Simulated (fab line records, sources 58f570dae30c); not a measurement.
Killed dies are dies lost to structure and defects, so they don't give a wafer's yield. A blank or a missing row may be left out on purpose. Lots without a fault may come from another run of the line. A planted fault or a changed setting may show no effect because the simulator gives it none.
Problem report in the 8D (eight disciplines) form, filled by code | flow berkeley_cmos170 | the parts of the form that need people (team, actions taken, sign-off) are left out

1. THE PROBLEM
strip_time_to_endpoint_s at UCB170_PLDD_STRIP_10 reads a mean of 23.23 s on 6 wafers of 2 lots; wafers without a fault read 21.63 s with a standard deviation of 0.058. That is +28 standard deviations from the usual mean.
The step: strips in O2.
First seen on wafer L347.3, day 10 00:08, on plasma_asher-03. The record holds 42 wafers of 14 lots with a number at this step. Rule for "out", or "out of limits": more than 4 standard deviations from the usual mean. The other wafers with a number count as sound.

2. WHAT IT IS AND WHAT IT IS NOT
question                    | is                               | is not
which readings at this step | strip_time_to_endpoint_s         | drypump_motor_current_A, oes_product_au
which lots                  | L347, L349                       | L330, L331, L333, L335, L336, L337, L338, L340, L345, L350, L351, L352
which wafers of those lots  | all that have a number           | -
read on which tools         | plasma_asher-01, plasma_asher-03 | plasma_asher-04
when                        | from day 10 00:08                | up to then (27 sound wafers); but 9 sound wafers of L350, L351, L352 came after

3. SUSPECTS, AND WHAT RULES EACH OUT
Counting: a tool at a process step up to the reading stays a suspect if it ran every lot that is out and no sound lot after the first of them.
- litho_track-02 at UCB170_PLDD_COAT_01 (resist thk 900 nm): kept. It ran every lot that is out, first L347 (day 9 22:58), and no sound lot after that; its last sound lot up to then is L345 (day 9 14:23).
Left after counting: litho_track-02 at UCB170_PLDD_COAT_01.

4. THE CAUSE (what the simulator had put in)
Process parameter drift: litho_track-02, from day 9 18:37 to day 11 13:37, at UCB170_PLDD_COAT_01. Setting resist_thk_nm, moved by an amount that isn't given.
Counting left only this tool.

5. THE CHAIN OF EFFECTS, in route order
Each row: a reading whose mean over the struck wafers that have a number lies more than 3 standard deviations from the usual. Only readings for which the record gives a usual standard deviation are gone through. hours: the time from each lot's start at the first step in this table that gives one to its start at this step, as a median over the lots. sigmas: the change in usual standard deviations.
hours | step                 | reading                  | usual   | on struck wafers | change | sigmas
0     | UCB170_PLDD_STRIP_10 | strip_time_to_endpoint_s | 21.63 s | 23.23            | +1.61  | +28
The process steps in it:
- UCB170_PLDD_STRIP_10: strips in O2.
Later measuring or inspecting steps at which every struck wafer that the step has a row for has a number for every such reading, and none has moved that far: UCB170_NLDD_CD_MEAS_06, UCB170_NLDD_TW_MEAS_11.

6. WHAT WOULD HAVE CAUGHT IT SOONER
In this record the first reading out of limits was taken at day 10 00:08, 6 hours after the fault began at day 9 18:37.
Of the lots that are out (2), L349 began UCB170_PLDD_COAT_01 on litho_track-02 after day 10 00:08. A hold on the tool at that time would have spared it.
